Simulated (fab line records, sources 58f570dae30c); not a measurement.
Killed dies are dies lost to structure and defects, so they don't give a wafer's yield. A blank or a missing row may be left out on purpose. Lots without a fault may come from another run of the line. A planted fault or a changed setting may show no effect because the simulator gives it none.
fab line records | flow berkeley_cmos170
record lots=14 wafers=42 last_day=11
route steps=331 shown PLDD@154
lots that met no fault: from a run of the same line without faults
start_h: hours from the record's first day to the start of the lot's first wafer shown | wait_h: hours since the lot's step before | " the same as in the row above | L1.1+2: a row that stands for several wafers | - no value, or no start given | * or withheld: withheld | < > ~ a bound
route shown NAME@n: a module of which the file shows steps, and the number in the route of the first | usual: mean/standard deviation of fault-free wafers | same: alike in all rows | chamber/n: place in a boat | sites: the reading at each site | _std_site: their standard deviation | _edge_site: outer sites' mean less inner sites' | radius_mm: how far each site lies from the wafer's centre | mask NAME#n: copy n | behind: the tool/chamber that last shaped the wafer | hold: why the lot was held/for how many hours/how that ended | device: the transistor (n, p or np) that didn't switch | end of line: the same wafers' tests at the end of the route | a step without rows: its recipe alone | killed: dies lost to structure and defects at the first sort, not the wafer's yield | map: a wafer's dies, x killed, . not, _ none there
set.NAME: the setting as run; set.NAME@STEP: as run at that earlier step | model.NAME: the simulator's own value behind a step, which no gauge read
steps of the route over a sample of lots; a table a step, a row a wafer
services: from which hour (start_h, from the record's first day; less than 0 if before it) a tool's chamber was out of use, for how many hours, and why
## steps
# step UCB170_PLDD_IMPLANT_09
# recipe species=BF2 dose_cm2=5e+13 energy_kev=10 tilt_deg=7 rotation_deg=180
# usual dose_ions_cm2=5e+13/5.8e+10 faraday_current_uA=158.5/3
# columns lot.wafer tool chamber start_h wait_h dose_ions_cm2 faraday_current_uA
L738.1 implanter-01 0 132.85 0.1 4.994e+13 162.1
L738.4 " 0 " " 4.994e+13 155.9
L738.6 " 0 " " 5.002e+13 155.8
L737.1 implanter-02 0 133.11 0.1 4.996e+13 154.1
L737.2 " 0 " " 5.001e+13 167.9
L737.3 " 0 " " 4.999e+13 160.9
L740.1 implanter-04 0 143.97 0.1 4.99e+13 160.6
L740.4 " 0 " " 5.001e+13 159.8
L740.5 " 0 " " 4.999e+13 162.0
L742.1 implanter-01 0 157.19 0.1 5.006e+13 155.1
L742.3 " 0 " " 4.996e+13 152.8
L742.4 " 0 " " 5.006e+13 158.2
L744.1 implanter-01 0 160.05 0.1 5.001e+13 156.9
L744.3 " 0 " " 5e+13 157.6
L744.4 " 0 " " 5.001e+13 155.7
L747.1 implanter-01 0 179.78 0.1 3.901e+13 124.2
L747.4 " 0 " " 3.903e+13 124.1
L747.5 " 0 " " 3.905e+13 120.1
L748.2 implanter-04 0 180.11 0.1 5e+13 156.6
L748.4 " 0 " " 4.991e+13 158.1
L748.5 " 0 " " 5.005e+13 163.7
L749.3 implanter-01 0 193.62 0.1 3.901e+13 124.2
L749.4 " 0 " " 3.9e+13 121.5
L749.5 " 0 " " 3.905e+13 120.9
L750.1 implanter-04 0 194.17 0.1 5.003e+13 163.3
L750.3 " 0 " " 5.001e+13 158.2
L750.6 " 0 " " 4.993e+13 160.7
L755.1 implanter-04 0 215.84 0.1 5.001e+13 160.3
L755.4 " 0 " " 5.01e+13 159.8
L755.6 " 0 " " 5e+13 159.6
L754.3 implanter-02 0 216.00 0.1 4.995e+13 156.8
L754.4 " 0 " " 4.984e+13 159.0
L754.6 " 0 " " 4.982e+13 157.8
L759.1 implanter-02 0 224.35 0.1 4.997e+13 160.7
L759.3 " 0 " " 5.003e+13 160.4
L759.4 " 0 " " 4.987e+13 160.0
L757.1 implanter-04 0 224.58 0.1 4.992e+13 156.6
L757.5 " 0 " " 4.993e+13 163.5
L757.6 " 0 " " 5.001e+13 153.0
L758.2 implanter-02 0 225.15 0.1 4.999e+13 160.4
L758.5 " 0 " " 5.005e+13 160.0
L758.6 " 0 " " 4.998e+13 155.0
# step UCB170_PLDD_TW_MEAS_11
# usual PLDD_TW=1008/9.7
# columns lot.wafer tool chamber start_h wait_h PLDD_TW
L738.1 film_metro-02 - 133.10 0.1 1004
L738.4 " - " " 999
L738.6 " - " " 1001
L737.1 film_metro-03 - 133.36 0.1 1018
L737.2 " - " " 1017
L737.3 " - " " 1023
L740.1 film_metro-01 - 144.22 0.1 1014
L740.4 " - " " 1012
L740.5 " - " " 1011
L742.1 film_metro-03 - 157.44 0.1 1013
L742.3 " - " " 1014
L742.4 " - " " 1011
L744.1 film_metro-03 - 160.30 0.1 1018
L744.3 " - " " 1011
L744.4 " - " " 1016
L747.1 film_metro-01 - 180.03 0.1 966
L747.4 " - " " 966
L747.5 " - " " 972
L748.2 film_metro-02 - 180.35 0.1 986
L748.4 " - " " 990
L748.5 " - " " 997
L749.3 film_metro-03 - 193.84 0.1 983
L749.4 " - " " 985
L749.5 " - " " 981
L750.1 film_metro-02 - 194.42 0.1 999
L750.3 " - " " 993
L750.6 " - " " 1000
L755.1 film_metro-01 - 216.09 0.1 1010
L755.4 " - " " 1013
L755.6 " - " " 1008
L754.3 film_metro-03 - 216.22 0.1 1020
L754.4 " - " " 1023
L754.6 " - " " 1025
L759.1 film_metro-02 - 224.60 0.1 993
L759.3 " - " " 989
L759.4 " - " " 997
L757.1 film_metro-01 - 224.83 0.1 1011
L757.5 " - " " 1004
L757.6 " - " " 1004
L758.2 film_metro-02 - 225.39 0.1 989
L758.5 " - " " 995
L758.6 " - " " 993
# step UCB170_SDANNEAL_RS_MEAS_04
# recipe thk_meas_gauge=four-point-probe
# usual PLDD_RS=1032.6/2.4
# columns lot.wafer tool chamber start_h wait_h PLDD_RS[ohm/sq]
L737.1 film_metro-01 - 146.00 0.1 1034.3
L737.2 " - " " 1034.3
L737.3 " - " " 1032.1
L738.1 film_metro-03 - 146.41 0.1 1034.2
L738.4 " - " " 1035.4
L738.6 " - " " 1035.1
L740.1 film_metro-01 - 156.06 0.1 1033.4
L740.4 " - " " 1033.1
L740.5 " - " " 1034.5
L742.1 film_metro-03 - 168.52 0.1 1033.4
L742.3 " - " " 1032.2
L742.4 " - " " 1034.2
L744.1 film_metro-03 - 172.31 0.1 1029.9
L744.3 " - " " 1031.7
L744.4 " - " " 1031.5
L747.1 film_metro-03 - 191.56 0.1 1136.4
L747.4 " - " " 1135.9
L747.5 " - " " 1128.4
L748.2 film_metro-02 - 191.75 0.1 1032.9
L748.4 " - " " 1033.0
L748.5 " - " " 1033.3
L749.3 film_metro-03 - 205.94 0.1 1130.7
L749.4 " - " " 1133.2
L749.5 " - " " 1132.1
L750.1 film_metro-01 - 206.35 0.1 1032.7
L750.3 " - " " 1034.0
L750.6 " - " " 1034.8
L755.1 film_metro-01 - 225.60 0.1 1037.4
L755.4 " - " " 1033.4
L755.6 " - " " 1034.5
L754.3 film_metro-02 - 226.24 0.1 1036.5
L754.4 " - " " 1036.1
L754.6 " - " " 1034.8
L757.1 film_metro-02 - 236.19 0.1 1030.4
L757.5 " - " " 1033.1
L757.6 " - " " 1033.3
L759.1 film_metro-03 - 236.59 0.1 1032.1
L759.3 " - " " 1034.0
L759.4 " - " " 1028.7
L758.2 film_metro-02 - 236.74 0.1 1034.6
L758.5 " - " " 1038.5
L758.6 " - " " 1034.7
## services
# columns tool chamber start_h hours kind
implanter-04 - 155.09 5.1 repair
implanter-04 - 158.36 2.0 repair
implanter-04 - 182.49 2.5 pm
implanter-01 - 189.49 1.6 repair
implanter-02 - 200.93 4.8 pm
## key
first_sign step=UCB170_PLDD_IMPLANT_09 reading=dose_ions_cm2 direction=down sigmas=99+ usual=5e+13 struck=3.902e+13
effect step=UCB170_PLDD_IMPLANT_09 reading=faraday_current_uA direction=down sigmas=12 usual=158.5 struck=122.5
effect step=UCB170_PLDD_TW_MEAS_11 reading=PLDD_TW direction=down sigmas=3.3 usual=1008 struck=976
effect step=UCB170_SDANNEAL_RS_MEAS_04 reading=PLDD_RS direction=up sigmas=42 usual=1032.6 struck=1132.8
met_at UCB170_PLDD_IMPLANT_09
struck_lots L747,L749
tester_left_out L747,L749
onset_between 160.05 179.78
fault kind=process_parameter_drift tool=implanter-01 chamber=- onset_h=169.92 steps=UCB170_PLDD_IMPLANT_09 channel=dose_cm2 offset=-1.1e+13 shape=step end_h=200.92 acts_in=these_recipes_only stated=5e+13
# tester_left_out: of these lots the tester's yield and bins aren't shown, on N5 and GAA mostly nor the transistor test; their killed dies are dies lost to structure and defects alone, not to doping, threshold or leakage, so they don't give the yield
